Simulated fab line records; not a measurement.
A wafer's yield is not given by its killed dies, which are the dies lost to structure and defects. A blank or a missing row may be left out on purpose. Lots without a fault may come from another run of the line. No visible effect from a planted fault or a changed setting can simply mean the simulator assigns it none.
A lot that was struck, set against a sound lot    flow berkeley-cmos170    24 steps out of a route of 331
Sound: the wafers L322.1, L322.3, L322.4. Wafers struck: L334.2, L334.3, L334.4. The cause comes at the end.
For every step that has rows: the tool of each side, followed by ch and its chambers, followed by its first start. Under that, the readings that differ: sound wafers    struck wafers    difference of the means    sigmas: that difference in standard deviations of wafers without a fault.
alike: a reading whose means differ by less than 2 such deviations, as well as words and numbers matching on both sides. not compared: withheld readings; readings where some wafer has no value; bounds like >300 that might hide an equal value; numbers whose values overlap and for which the record gives no deviation.
A row with sigmas, a row that says differs or no value, or rows on one side alone: a step with any of these is where the two part. When numbers do not overlap yet have no deviation, they are printed without sigmas and do not part them. Lack of a reading on every wafer of one side parts them only where that side has two or more wafers.

UCB170_NWELL_ETCH_13: etches Si3N4 in CH3F/Ar/O2, stops on SiO2, target depth 246.4 nm, time 154 s.
  sound on rie-diel-04 ch 2,3, day 2 17:03; struck on rie-diel-02 ch 0,1,2, day 5 14:32
  alike: drypump-motor-current-A, oes-product-au, throttle-valve-pct
  not compared: rf-hours-counter-h
after that, 1 step had no rows for these wafers: UCB170_NWELL_IMPLANT_14.
UCB170_NWELL_STRIP_15: strips in O2.
  sound on plasma-asher-03 ch 0,1, day 2 17:18; struck on plasma-asher-03 ch 0,1, day 5 14:47
  alike: drypump-motor-current-A, oes-product-au, strip-time-to-endpoint-s
  not compared: rf-hours-counter-h
UCB170_NWELL_TW_MEAS_16:
  sound: film-metro-04 at day 2 17:24; struck: film-metro-04 at day 5 14:54
  alike: NWELL_TW
then, 6 steps without rows for these wafers: UCB170_NWELL_CLEAN_17 (cleans in SPM, time 600 s); UCB170_NWELL_WET_ETCH_18 (etches Si3N4 in H3PO4, time 14400 s); UCB170_NWELL_WET_ETCH_19 (etches SiO2 in BOE, time 22 s); UCB170_PWELL_CLEAN_00 (cleans in SPM, time 600 s); UCB170_PWELL_CLEAN_01 (cleans in dHF, time 60 s); UCB170_PWELL_OXIDATION_02 (target thk 26.4 nm, ox time 1260 s).
UCB170_PWELL_THK_MEAS_03:
  sound: film-metro-03 at day 3 03:17; struck: film-metro-04 at day 6 01:59
reading               sound           struck          difference  sigmas
PWELL_OXIDE_THK (nm)  27.2 27.0 27.3  25.3 25.4 25.2  -1.9        -4
then, 1 step without rows for these wafers: UCB170_PWELL_ANNEAL_04 (time 900 s).
UCB170_PWELL_CVD_05: deposits Si3N4 from SiH2Cl2/NH3, target thk 220 nm, time 3300 s.
  sound on lpcvd-01 ch 1, day 3 08:47; struck on lpcvd-01 ch 0, day 6 08:28
reading                                  sound              struck             difference  sigmas
model.Si3N4_of_PWELL_CVD_05.thk-nm (nm)  222.1 220.1 220.2  97.19 97.45 97.73  -123.34     
  alike: susceptor-temp-C
UCB170_PWELL_THK_MEAS_06:
  sound: film-metro-01 at day 3 10:43; struck: film-metro-03 at day 6 10:24
reading                 sound              struck          difference  sigmas
PWELL_NITRIDE_THK (nm)  222.2 220.3 220.2  97.2 97.4 97.7  -123.5      -77
then, 6 steps without rows for these wafers: UCB170_PWELL_HMDS_07 (prime time 60 s); UCB170_PWELL_COAT_08 (resist thk 900 nm); UCB170_PWELL_SOFTBAKE_09 (time 60 s); UCB170_PWELL_EXPOSE_10 (exposes mask PWELL, target cd 3000 nm); UCB170_PWELL_PEB_11; UCB170_PWELL_DEVELOP_12 (develop time 45 s).
UCB170_PWELL_OVL_MEAS_13:
  sound: overlay-01 at day 3 12:32; struck: overlay-01 at day 6 11:18
  alike: PWELL_OVL
UCB170_PWELL_ETCH_14: etches Si3N4 in CH3F/Ar/O2, stops on SiO2, target depth 242 nm, time 151 s.
  sound on rie-diel-02 ch 1,2,3, day 3 12:34; struck on rie-diel-02 ch 0,1,2, day 6 11:20
reading                   sound              struck             difference  sigmas
oes-product-au (a.u.)     0.959 0.959 0.923  0.627 0.627 0.639  -0.316      -23
model.etch.depth-nm (nm)  222.1 220.1 220.2  97.19 97.45 97.73  -123.34     
  alike: drypump-motor-current-A, throttle-valve-pct
  not compared: rf-hours-counter-h
after that, 1 step had no rows for these wafers: UCB170_PWELL_IMPLANT_15.
-- the record jumps here: 5 days lie between the struck wafers' starts before and after (it left off in module PWELL and takes up again in module M3, whose first step shown is number 331 of the route) --
UCB170_M3_PROBE_99:
  record: rows for the struck wafers here (prober-01, day 11 16:23), none for the sound ones

== WHERE THEY PART ==
First at UCB170_PWELL_THK_MEAS_03; last, within this record, at UCB170_M3_PROBE_99.

WHY: what had been put in by the simulator
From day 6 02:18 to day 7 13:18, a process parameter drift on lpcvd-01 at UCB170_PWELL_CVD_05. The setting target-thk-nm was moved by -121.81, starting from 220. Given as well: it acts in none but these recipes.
